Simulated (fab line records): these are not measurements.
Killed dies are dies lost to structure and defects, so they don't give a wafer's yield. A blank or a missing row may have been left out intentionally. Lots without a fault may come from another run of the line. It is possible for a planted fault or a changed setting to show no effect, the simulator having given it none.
fab line records ; flow berkeley-cmos170
record lots=14; wafers=42; last-day=12
route steps=331 shown SDANNEAL@205 V2@296 M3@329
lots that met no fault: taken from a fault-free run of the same line
start-h: the number of hours between the record's first day and the start of the first shown wafer of the lot ; wait-h: hours from the lot's prior step to this one ; " the same as in the row above ; L1.1+2: a row that stands for several wafers ; - value missing, or start not given ; * or withheld: withheld ; < > ~ a bound
route shown NAME@n: names a module that has steps shown in the file, with the first one's number in the route ; usual: mean and standard deviation over wafers with no fault ; same: alike in all rows ; chamber/n: place in a boat ; sites: per-site readings ; _std_site: how widely they spread, as a standard deviation ; _edge_site: the outer-site mean with the inner-site mean subtracted ; radius-mm: for every site, how far away it sits from the centre of the wafer ; mask NAME#n: copy n ; behind: the most recent tool/chamber to have shaped the wafer ; hold: why the lot was held/for how many hours/how that ended ; device: which transistor (n, p or np) failed to switch ; end of line: the tests these same wafers got at the end of their route ; a step with no rows: only its recipe ; killed: count of dies lost to structure and defects at first sort (not the wafer's yield) ; map: a wafer's dies, x killed, . not, _ none there
set.NAME: the run value of the setting; set.NAME@STEP: its run value at that earlier step ; model.NAME: the simulator's own value behind a step, which no gauge read
the route's steps for a sample of lots (tables are steps, rows are wafers)
services: when a tool's chamber went out of use (start-h, in hours from the record's first day, below 0 if earlier), for how many hours, and the reason
## steps
# step UCB170_SDANNEAL_RTA_01
# recipe temp-c=1050; time-s=5; ambient=N2
# usual lamp-power-pct=37.63/0.2; wafer_temp_C_max=1055.7/1.4
# same time-s=5
lot.wafer;tool;chamber;start-h;wait-h;lamp-power-pct;wafer_temp_C_max
L473.1;rtp-anneal-01;0;160.60;0.1;37.87;1054.1
L473.2;rtp-anneal-01;0;160.60;0.1;37.86;1054.7
L473.6;rtp-anneal-01;0;160.60;0.1;37.87;1053.7
L475.4;rtp-anneal-01;0;176.50;0.1;37.79;1055.4
L475.5;rtp-anneal-01;0;176.50;0.1;37.85;1053.7
L475.6;rtp-anneal-01;0;176.50;0.1;37.82;1054.9
L476.4;rtp-anneal-02;0;176.95;0.1;37.40;1057.8
L476.5;rtp-anneal-02;0;176.95;0.1;37.52;1055.3
L476.6;rtp-anneal-02;0;176.95;0.1;37.43;1057.2
L477.3;rtp-anneal-01;0;177.13;0.1;37.78;1053.7
L477.5;rtp-anneal-01;0;177.13;0.1;37.90;1055.2
L477.6;rtp-anneal-01;0;177.13;0.1;37.83;1053.7
L479.3;rtp-anneal-02;0;187.82;0.1;37.45;1056.6
L479.5;rtp-anneal-02;0;187.82;0.1;37.44;1056.0
L479.6;rtp-anneal-02;0;187.82;0.1;37.49;1056.4
L478.1;rtp-anneal-01;0;187.99;0.1;37.85;1055.5
L478.4;rtp-anneal-01;0;187.99;0.1;37.86;1054.2
L478.5;rtp-anneal-01;0;187.99;0.1;37.79;1054.9
L482.1;rtp-anneal-01;0;200.83;0.1;37.93;1053.3
L482.3;rtp-anneal-01;0;200.83;0.1;37.84;1054.0
L482.6;rtp-anneal-01;0;200.83;0.1;37.86;1055.2
L484.1;rtp-anneal-01;0;210.50;0.1;37.87;1055.6
L484.3;rtp-anneal-01;0;210.50;0.1;37.79;1054.7
L484.6;rtp-anneal-01;0;210.50;0.1;37.85;1055.9
L483.3;rtp-anneal-02;0;211.12;0.1;37.40;1055.6
L483.4;rtp-anneal-02;0;211.12;0.1;37.47;1056.5
L483.5;rtp-anneal-02;0;211.12;0.1;37.45;1056.7
L485.1;rtp-anneal-01;0;219.75;0.1;37.87;1054.1
L485.4;rtp-anneal-01;0;219.75;0.1;37.84;1056.2
L485.6;rtp-anneal-01;0;219.75;0.1;37.88;1054.4
L489.1;rtp-anneal-01;0;234.62;0.1;37.79;1054.8
L489.4;rtp-anneal-01;0;234.62;0.1;37.89;1053.2
L489.6;rtp-anneal-01;0;234.62;0.1;37.83;1054.2
L486.2;rtp-anneal-02;0;235.01;0.1;37.41;1057.2
L486.3;rtp-anneal-02;0;235.01;0.1;37.50;1055.5
L486.5;rtp-anneal-02;0;235.01;0.1;37.46;1056.1
L496.1;rtp-anneal-02;0;269.59;0.1;37.50;1057.1
L496.3;rtp-anneal-02;0;269.59;0.1;37.43;1057.0
L496.4;rtp-anneal-02;0;269.59;0.1;37.41;1058.0
L495.1;rtp-anneal-01;0;269.77;0.1;37.84;1054.9
L495.4;rtp-anneal-01;0;269.77;0.1;37.83;1057.2
L495.6;rtp-anneal-01;0;269.77;0.1;37.84;1053.3
# step UCB170_V2_THK_MEAS_04
# recipe reads=SiO2_of_V2_CVD_00
# usual V2_POLISHED_THK=1000.5/0.95
lot.wafer;tool;chamber;start-h;wait-h;V2_POLISHED_THK[nm]
L473.1;film-metro-04;-;179.01;0.1;999.6
L473.2;film-metro-04;-;179.01;0.1;999.9
L473.6;film-metro-04;-;179.01;0.1;999.9
L475.4;film-metro-04;-;194.49;0.1;999.6
L475.5;film-metro-04;-;194.49;0.1;1000.9
L475.6;film-metro-04;-;194.49;0.1;1000.9
L476.4;film-metro-03;-;198.30;0.1;999.8
L476.5;film-metro-03;-;198.30;0.1;1000.4
L476.6;film-metro-03;-;198.30;0.1;1000.4
L477.3;film-metro-03;-;198.59;0.1;1000.0
L477.5;film-metro-03;-;198.59;0.1;999.8
L477.6;film-metro-03;-;198.59;0.1;999.9
L479.3;film-metro-01;-;202.51;0.1;1000.0
L479.5;film-metro-01;-;202.51;0.1;998.4
L479.6;film-metro-01;-;202.51;0.1;999.4
L478.1;film-metro-03;-;204.29;0.1;999.0
L478.4;film-metro-03;-;204.29;0.1;1000.5
L478.5;film-metro-03;-;204.29;0.1;999.9
L482.1;film-metro-03;-;219.24;0.1;1000.8
L482.3;film-metro-03;-;219.24;0.1;1001.2
L482.6;film-metro-03;-;219.24;0.1;1001.3
L484.1;film-metro-01;-;226.43;0.1;998.0
L484.3;film-metro-01;-;226.43;0.1;1001.4
L484.6;film-metro-01;-;226.43;0.1;1002.1
L483.3;film-metro-01;-;230.40;0.1;1000.3
L483.4;film-metro-01;-;230.40;0.1;1001.1
L483.5;film-metro-01;-;230.40;0.1;1001.8
L485.1;film-metro-04;-;236.06;0.1;1000.3
L485.4;film-metro-04;-;236.06;0.1;1001.1
L485.6;film-metro-04;-;236.06;0.1;1001.4
L489.1;film-metro-03;-;251.16;0.1;1001.1
L489.4;film-metro-03;-;251.16;0.1;1002.1
L489.6;film-metro-03;-;251.16;0.1;1002.0
L486.2;film-metro-04;-;251.45;0.1;1000.0
L486.3;film-metro-04;-;251.45;0.1;1000.7
L486.5;film-metro-04;-;251.45;0.1;999.1
L496.1;film-metro-03;-;288.32;0.1;1000.8
L496.3;film-metro-03;-;288.32;0.1;1000.5
L496.4;film-metro-03;-;288.32;0.1;999.3
L495.1;film-metro-01;-;288.68;0.1;1000.8
L495.4;film-metro-01;-;288.68;0.1;999.9
L495.6;film-metro-01;-;288.68;0.1;1001.2
# step UCB170_V2_EXPOSE_09
# recipe mask-id=VIA2; target-cd-nm=700; na=0.5; sigma-outer=0.6; source-shape=conventional; dose-mj=37
# usual exposure-dose-mJ-cm2=36.98/0.035; focus-offset-nm=0.1/0.48
lot.wafer;tool;chamber;start-h;wait-h;mask;exposure-dose-mJ-cm2;focus-offset-nm
L473.1;krf-scanner-02;0;180.01;0.1;VIA2#0;36.94;0.2
L473.2;krf-scanner-02;0;180.01;0.1;VIA2#0;37.01;-0.5
L473.6;krf-scanner-02;0;180.01;0.1;VIA2#0;36.98;-0.2
L475.4;krf-scanner-02;0;195.33;0.2;VIA2#0;36.98;0.0
L475.5;krf-scanner-02;0;195.33;0.2;VIA2#0;37.05;-0.8
L475.6;krf-scanner-02;0;195.33;0.2;VIA2#0;36.98;0.0
L476.4;krf-scanner-01;0;199.14;0.2;VIA2#0;36.99;0.0
L476.5;krf-scanner-01;0;199.14;0.2;VIA2#0;36.96;1.1
L476.6;krf-scanner-01;0;199.14;0.2;VIA2#0;36.97;0.7
L477.3;krf-scanner-02;0;199.57;0.2;VIA2#0;36.98;-0.3
L477.5;krf-scanner-02;0;199.57;0.2;VIA2#0;36.95;-0.2
L477.6;krf-scanner-02;0;199.57;0.2;VIA2#0;37.00;0.2
L479.3;krf-scanner-02;0;203.71;0.1;VIA2#0;36.96;0.3
L479.5;krf-scanner-02;0;203.71;0.1;VIA2#0;37.02;-0.2
L479.6;krf-scanner-02;0;203.71;0.1;VIA2#0;36.93;0.9
L478.1;krf-scanner-02;0;205.29;0.1;VIA2#0;36.95;-0.6
L478.4;krf-scanner-02;0;205.29;0.1;VIA2#0;36.99;-0.3
L478.5;krf-scanner-02;0;205.29;0.1;VIA2#0;36.96;-0.5
L482.1;krf-scanner-01;0;220.06;0.2;VIA2#0;37.03;-0.3
L482.3;krf-scanner-01;0;220.06;0.2;VIA2#0;36.98;0.2
L482.6;krf-scanner-01;0;220.06;0.2;VIA2#0;36.99;-0.4
L484.1;krf-scanner-01;0;227.42;0.2;VIA2#0;36.95;-0.1
L484.3;krf-scanner-01;0;227.42;0.2;VIA2#0;37.01;0.4
L484.6;krf-scanner-01;0;227.42;0.2;VIA2#0;36.97;-0.3
L483.3;krf-scanner-02;0;231.55;0.2;VIA2#0;36.98;0.6
L483.4;krf-scanner-02;0;231.55;0.2;VIA2#0;36.97;0.6
L483.5;krf-scanner-02;0;231.55;0.2;VIA2#0;36.98;0.7
L485.1;krf-scanner-02;0;237.10;0.1;VIA2#0;37.08;0.7
L485.4;krf-scanner-02;0;237.10;0.1;VIA2#0;36.97;0.6
L485.6;krf-scanner-02;0;237.10;0.1;VIA2#0;36.96;0.0
L489.1;krf-scanner-02;-;252.08;0.2;VIA2#0;-;-
L489.4;krf-scanner-02;-;252.08;0.2;VIA2#0;-;-
L489.6;krf-scanner-02;-;252.08;0.2;VIA2#0;-;-
L486.2;krf-scanner-02;-;252.21;0.2;VIA2#0;-;-
L486.3;krf-scanner-02;-;252.21;0.2;VIA2#0;-;-
L486.5;krf-scanner-02;-;252.21;0.2;VIA2#0;-;-
L496.1;krf-scanner-02;0;289.24;0.2;VIA2#0;36.99;0.3
L496.3;krf-scanner-02;0;289.24;0.2;VIA2#0;36.99;0.2
L496.4;krf-scanner-02;0;289.24;0.2;VIA2#0;36.99;0.7
L495.1;krf-scanner-02;0;289.36;0.1;VIA2#0;36.94;-0.2
L495.4;krf-scanner-02;0;289.36;0.1;VIA2#0;36.92;-0.2
L495.6;krf-scanner-02;0;289.36;0.1;VIA2#0;36.95;-0.3
# step UCB170_M3_CD_MEAS_90
# recipe target-cd-nm=700
# usual cd-nm=699.1/2.2
lot.wafer;tool;chamber;start-h;wait-h;cd-nm
L473.1;cd-sem-01;-;186.61;0.1;698.5
L473.2;cd-sem-01;-;186.61;0.1;700.2
L473.6;cd-sem-01;-;186.61;0.1;700.0
L475.4;cd-sem-02;-;199.12;0.1;696.0
L475.5;cd-sem-02;-;199.12;0.1;698.0
L475.6;cd-sem-02;-;199.12;0.1;699.5
L476.4;cd-sem-02;-;204.49;0.1;696.2
L476.5;cd-sem-02;-;204.49;0.1;699.7
L476.6;cd-sem-02;-;204.49;0.1;695.0
L477.3;cd-sem-01;-;204.52;0.1;699.9
L477.5;cd-sem-01;-;204.52;0.1;700.4
L477.6;cd-sem-01;-;204.52;0.1;697.1
L479.3;cd-sem-01;-;208.02;0.1;696.5
L479.5;cd-sem-01;-;208.02;0.1;695.4
L479.6;cd-sem-01;-;208.02;0.1;694.4
L478.1;cd-sem-02;-;210.22;0.1;701.5
L478.4;cd-sem-02;-;210.22;0.1;701.8
L478.5;cd-sem-02;-;210.22;0.1;699.1
L482.1;cd-sem-02;-;224.77;0.1;700.6
L482.3;cd-sem-02;-;224.77;0.1;702.5
L482.6;cd-sem-02;-;224.77;0.1;702.8
L484.1;cd-sem-01;-;231.46;0.3;695.8
L484.3;cd-sem-01;-;231.46;0.3;695.7
L484.6;cd-sem-01;-;231.46;0.3;695.4
L483.3;cd-sem-01;-;235.53;0.1;698.2
L483.4;cd-sem-01;-;235.53;0.1;694.4
L483.5;cd-sem-01;-;235.53;0.1;697.1
L485.1;cd-sem-02;-;240.43;0.1;701.8
L485.4;cd-sem-02;-;240.43;0.1;700.1
L485.6;cd-sem-02;-;240.43;0.1;700.7
L496.1;cd-sem-02;-;296.74;0.8;697.1
L496.3;cd-sem-02;-;296.74;0.8;694.1
L496.4;cd-sem-02;-;296.74;0.8;698.7
L495.1;cd-sem-02;-;296.98;0.9;702.6
L495.4;cd-sem-02;-;296.98;0.9;701.6
L495.6;cd-sem-02;-;296.98;0.9;697.2
## services
tool;chamber;start-h;hours;kind
rtp-anneal-02;-;139.39;3.5;pm
krf-scanner-01;-;144.96;1.3;pm
krf-scanner-02;0;146.26;-;calibration
krf-scanner-02;-;151.87;1.9;repair
krf-scanner-01;-;170.76;1.0;pm
krf-scanner-02;-;180.18;4.4;pm
krf-scanner-01;-;200.02;0.7;repair
krf-scanner-01;-;244.11;0.8;pm
krf-scanner-02;-;260.72;1.0;pm
krf-scanner-01;0;261.52;-;calibration
krf-scanner-02;-;266.56;0.8;pm
krf-scanner-02;-;269.99;1.3;pm
krf-scanner-01;-;278.52;16.2;repair
## key
first-sign step=UCB170_V2_EXPOSE_09; reading=tool-record; direction=missing
effect none on later readings
met-at UCB170_V2_EXPOSE_09
struck-lots L486,L489
later-rows-left-out L486.2,L486.3,L486.5,L489.1,L489.4,L489.6
sort-left-out L486.2,L486.3,L486.5,L489.1,L489.4,L489.6
not-acting-at UCB170_SDANNEAL_RTA_01,UCB170_V2_THK_MEAS_04,UCB170_M3_CD_MEAS_90
onset-between 237.10 252.08
fault kind=skipped-step-whole; tool=krf-scanner-02; chamber=-; onset-h=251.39; steps=UCB170_V2_EXPOSE_09; scope=struck-lots-only
# sort-left-out: the simulated sort isn't trusted on such a fault, so these wafers' sort isn't shown, and their yield isn't known
# later-rows-left-out: the simulator's readings of these wafers behind a module that went badly wrong aren't trusted and aren't shown, but for the sort
